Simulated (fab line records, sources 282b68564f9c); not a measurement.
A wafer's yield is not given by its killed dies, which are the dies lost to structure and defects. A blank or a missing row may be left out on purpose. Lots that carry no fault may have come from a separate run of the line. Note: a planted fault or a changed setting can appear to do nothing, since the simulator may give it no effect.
Which tool did it? || flow rit_cmos || 14 lots with 42 wafers sampled at 2 steps, on a route of 202 steps

WHAT THE GAUGES SHOWED, per wafer
The record lacks any reading of a measuring or inspecting step that a usual standard deviation could be used to judge.

EACH LOT AND THE TOOL THAT RAN IT (in order: tool; ch and the chambers of the sampled wafers; start)
{"lot": "L972", "RIT_SILICIDE_SPUTTER_01": "pvd_sputter-01, day 3 04:40", "RIT_M1_PROBE_99": "-"}
{"lot": "L973", "RIT_SILICIDE_SPUTTER_01": "pvd_sputter-02, day 3 08:36", "RIT_M1_PROBE_99": "-"}
{"lot": "L974", "RIT_SILICIDE_SPUTTER_01": "pvd_sputter-01, day 3 12:00", "RIT_M1_PROBE_99": "-"}
{"lot": "L975", "RIT_SILICIDE_SPUTTER_01": "pvd_sputter-02, day 3 16:54", "RIT_M1_PROBE_99": "-"}
{"lot": "L976", "RIT_SILICIDE_SPUTTER_01": "pvd_sputter-01, day 3 23:33", "RIT_M1_PROBE_99": "prober-02, day 4 06:28"}
{"lot": "L977", "RIT_SILICIDE_SPUTTER_01": "pvd_sputter-02, day 4 04:48", "RIT_M1_PROBE_99": "-"}
{"lot": "L980", "RIT_SILICIDE_SPUTTER_01": "pvd_sputter-01, day 4 17:44", "RIT_M1_PROBE_99": "prober-02, day 5 00:44"}
{"lot": "L985", "RIT_SILICIDE_SPUTTER_01": "pvd_sputter-02, day 5 18:08", "RIT_M1_PROBE_99": "prober-01, day 6 01:54"}
{"lot": "L986", "RIT_SILICIDE_SPUTTER_01": "pvd_sputter-01, day 6 00:45", "RIT_M1_PROBE_99": "prober-02, day 6 09:12"}
{"lot": "L988", "RIT_SILICIDE_SPUTTER_01": "pvd_sputter-01, day 6 17:14", "RIT_M1_PROBE_99": "prober-02, day 7 01:10"}
{"lot": "L991", "RIT_SILICIDE_SPUTTER_01": "pvd_sputter-02, day 7 06:17", "RIT_M1_PROBE_99": "prober-02, day 7 13:25"}
{"lot": "L993", "RIT_SILICIDE_SPUTTER_01": "pvd_sputter-02, day 7 15:31", "RIT_M1_PROBE_99": "prober-02, day 7 22:35"}
{"lot": "L994", "RIT_SILICIDE_SPUTTER_01": "pvd_sputter-04, day 7 17:42", "RIT_M1_PROBE_99": "prober-02, day 8 00:46"}
{"lot": "L995", "RIT_SILICIDE_SPUTTER_01": "pvd_sputter-02, day 7 22:04", "RIT_M1_PROBE_99": "prober-01, day 8 05:31"}
- RIT_SILICIDE_SPUTTER_01: material Ti, target thk 30 nm, time 240 s.
- RIT_M1_PROBE_99

WHAT THE TOOLS THEMSELVES READ (means of the sampled wafers that have a number; where no wafer has one, the mark that the record gives instead)
RIT_SILICIDE_SPUTTER_01. Usual: 29.8 % for throttle_valve_pct, sd 1.5.
{"lot": "L972", "tool": "pvd_sputter-01", "throttle_valve_pct (%)": 29.7, "flag": ""}
{"lot": "L973", "tool": "pvd_sputter-02", "throttle_valve_pct (%)": 29.9, "flag": ""}
{"lot": "L974", "tool": "pvd_sputter-01", "throttle_valve_pct (%)": 30.0, "flag": ""}
{"lot": "L975", "tool": "pvd_sputter-02", "throttle_valve_pct (%)": 30.9, "flag": ""}
{"lot": "L976", "tool": "pvd_sputter-01", "throttle_valve_pct (%)": 29.1, "flag": ""}
{"lot": "L977", "tool": "pvd_sputter-02", "throttle_valve_pct (%)": 28.4, "flag": ""}
{"lot": "L980", "tool": "pvd_sputter-01", "throttle_valve_pct (%)": 29.1, "flag": ""}
{"lot": "L985", "tool": "pvd_sputter-02", "throttle_valve_pct (%)": 30.0, "flag": ""}
{"lot": "L986", "tool": "pvd_sputter-01", "throttle_valve_pct (%)": 29.1, "flag": ""}
{"lot": "L988", "tool": "pvd_sputter-01", "throttle_valve_pct (%)": 29.7, "flag": ""}
{"lot": "L991", "tool": "pvd_sputter-02", "throttle_valve_pct (%)": 31.1, "flag": ""}
{"lot": "L993", "tool": "pvd_sputter-02", "throttle_valve_pct (%)": 30.0, "flag": ""}
{"lot": "L994", "tool": "pvd_sputter-04", "throttle_valve_pct (%)": 30.7, "flag": ""}
{"lot": "L995", "tool": "pvd_sputter-02", "throttle_valve_pct (%)": 31.0, "flag": ""}

RIT_M1_PROBE_99. Usual: for killed_at_M0_to_M3, 0.0 with a standard deviation of 0.16; for killed_at_contacts, 0.1 with a standard deviation of 0.24; for killed_at_front_end, 6.7 with a standard deviation of 2.9; for killed_dies, 6.8 with a standard deviation of 2.9; for killed_on_rim, 1.8 with a standard deviation of 1.3; for killed_open, 3.5 with a standard deviation of 1.8; for killed_short, 3.3 with a standard deviation of 2.1.
{"lot": "L976", "tool": "prober-02", "killed_at_M0_to_M3": 0.0, "killed_at_contacts": 0.0, "killed_at_front_end": 7.0, "killed_dies": 7.0, "killed_on_rim": 1.7, "killed_open": 3.0, "killed_short": 4.0, "flag": ""}
{"lot": "L980", "tool": "prober-02", "killed_at_M0_to_M3": 0.0, "killed_at_contacts": 0.3, "killed_at_front_end": 7.3, "killed_dies": 7.7, "killed_on_rim": 2.7, "killed_open": 3.7, "killed_short": 4.0, "flag": ""}
{"lot": "L985", "tool": "prober-01", "killed_at_M0_to_M3": 0.0, "killed_at_contacts": 0.0, "killed_at_front_end": 6.7, "killed_dies": 6.7, "killed_on_rim": 1.7, "killed_open": 5.3, "killed_short": 1.3, "flag": ""}
{"lot": "L986", "tool": "prober-02", "killed_at_M0_to_M3": 0.0, "killed_at_contacts": 0.0, "killed_at_front_end": 42.0, "killed_dies": 42.0, "killed_on_rim": 6.7, "killed_open": 2.3, "killed_short": 2.7, "flag": "OFF"}
{"lot": "L988", "tool": "prober-02", "killed_at_M0_to_M3": 0.0, "killed_at_contacts": 0.0, "killed_at_front_end": 44.3, "killed_dies": 44.3, "killed_on_rim": 8.0, "killed_open": 2.3, "killed_short": 2.7, "flag": "OFF"}
{"lot": "L991", "tool": "prober-02", "killed_at_M0_to_M3": 0.0, "killed_at_contacts": 0.3, "killed_at_front_end": 6.7, "killed_dies": 7.0, "killed_on_rim": 2.0, "killed_open": 4.3, "killed_short": 2.7, "flag": ""}
{"lot": "L993", "tool": "prober-02", "killed_at_M0_to_M3": 0.0, "killed_at_contacts": 0.0, "killed_at_front_end": 9.7, "killed_dies": 9.7, "killed_on_rim": 3.0, "killed_open": 4.7, "killed_short": 5.0, "flag": ""}
{"lot": "L994", "tool": "prober-02", "killed_at_M0_to_M3": 0.3, "killed_at_contacts": 0.3, "killed_at_front_end": 7.0, "killed_dies": 7.7, "killed_on_rim": 1.7, "killed_open": 3.7, "killed_short": 4.0, "flag": ""}
{"lot": "L995", "tool": "prober-01", "killed_at_M0_to_M3": 0.0, "killed_at_contacts": 0.0, "killed_at_front_end": 5.3, "killed_dies": 5.3, "killed_on_rim": 1.7, "killed_open": 2.7, "killed_short": 2.7, "flag": ""}

THE ANSWER, worked out from the rows above alone
Rule: lot off if the mean of its wafers having a number is beyond 3 standard deviations from the usual mean. A lot without any number at a reading at which 4 lots or more have one is off too. Where the step has rows for the other lots, those lots are counted as sound. The gauges are gone through in route order, then the tools' own readings, and for those a lot's mean is taken as printed above. At the first step where some lot is off, the reading lying furthest off is the one used; lots without a number count as furthest.
Off: L986, L988, at RIT_M1_PROBE_99 (killed_at_front_end). Neither off nor sound, because the step has no rows for them: L972, L973, L974, L975, L977.
A tool fits if, at that step or a process step before it, it ran every lot that is off, and no sound lot after the first of them. One fits: pvd_sputter-01 at RIT_SILICIDE_SPUTTER_01. A fault onset in the window from L980 (day 4 17:44, its last sound lot) to L986 (day 6 00:45, its first lot off) fits.

WHAT WAS PUT IN BY THE SIMULATOR
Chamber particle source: pvd_sputter-01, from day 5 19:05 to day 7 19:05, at RIT_SILICIDE_SPUTTER_01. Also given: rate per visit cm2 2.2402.
Shown lots that were struck: L986, L988. The rule above reached the same finding.
